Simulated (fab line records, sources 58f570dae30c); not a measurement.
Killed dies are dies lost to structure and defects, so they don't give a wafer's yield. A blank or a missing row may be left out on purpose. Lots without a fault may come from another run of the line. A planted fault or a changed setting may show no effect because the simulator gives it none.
A struck lot beside a sound one | flow berkeley_cmos170 | 14 steps out of a route of 331
Sound: wafers L269.1, L269.4, L269.5. Struck: wafers L282.1, L282.5, L282.6. The cause comes at the end.
At each step with rows: each side's tool, then ch and its chambers, then its first start. Under that, the readings that differ: sound wafers | struck wafers | difference of the means | sigmas: that difference in standard deviations of wafers without a fault.
alike: readings whose means differ by less than 2 such deviations, and words and numbers that are the same on both sides. not compared: withheld readings, readings that some wafer has no value for, bounds like >300 that may hide the same value, and numbers for which the record gives no deviation and whose values overlap.
The two part at a step that has a row with sigmas, a row that says differs or no value, or rows on one side only. Numbers that don't overlap but have no deviation are shown without sigmas and don't part them. A reading that every wafer of one side lacks parts them only if that side has two wafers or more.

first, 1 step without rows for these wafers: UCB170_M2_PRE_CLEAN_00 (preclean etch time 60 s).
UCB170_M2_SPUTTER_01: material Al, target thk 900 nm, time 120 s.
  sound on pvd_sputter-02, day 7 14:37; struck on pvd_sputter-03, day 10 12:31
  alike: throttle_valve_pct
UCB170_M2_RS_MEAS_02: measures by four-point-probe.
  sound on film_metro-04, day 7 14:42; struck on film_metro-02, day 10 12:37
  reading           | sound                | struck               | difference | sigmas
  M2_AL_RS (ohm/sq) | 0.0327 0.0331 0.0331 | 0.0322 0.0318 0.0319 | -0.0010    | -3
UCB170_M2_THK_MEAS_03: measures by xrf.
  sound on film_metro-04, day 7 14:49; struck on film_metro-02, day 10 12:44
  reading        | sound       | struck      | difference | sigmas
  M2_AL_THK (nm) | 868 863 860 | 893 894 899 | +32        | +3
then, 3 steps without rows for these wafers: UCB170_M2_HMDS_04 (prime time 60 s); UCB170_M2_COAT_05 (resist thk 900 nm); UCB170_M2_SOFTBAKE_06 (time 60 s).
UCB170_M2_STRIP_07: strips in O2.
  sound on plasma_asher-02 ch 0,1, day 7 15:20; struck on plasma_asher-02 ch 0,1, day 10 13:37
  alike: drypump_motor_current_A, oes_product_au, strip_time_to_endpoint_s
  not compared: rf_hours_counter_h
then, 4 steps without rows for these wafers: UCB170_M2_STRIP_08 (strips KrF in DMSO, time 600 s); UCB170_M2_COAT_09; UCB170_M2_COAT_10 (resist thk 900 nm); UCB170_M2_SOFTBAKE_11 (time 60 s).
UCB170_M2_EXPOSE_12: exposes mask METAL2, target cd 700 nm.
  sound on krf_scanner-02 ch 0, day 7 16:21; struck on krf_scanner-02, day 10 15:05
  no value came back on the struck wafers for exposure_dose_mJ_cm2, focus_offset_nm (nm); on the sound wafers exposure_dose_mJ_cm2 reads 26.002 26.006 25.988
  alike: mask
then, 1 step without rows for these wafers: UCB170_M2_PEB_13.

WHERE THEY PART
First at UCB170_M2_RS_MEAS_02; last, within this record, at UCB170_M2_EXPOSE_12.

WHY: what the simulator had put in
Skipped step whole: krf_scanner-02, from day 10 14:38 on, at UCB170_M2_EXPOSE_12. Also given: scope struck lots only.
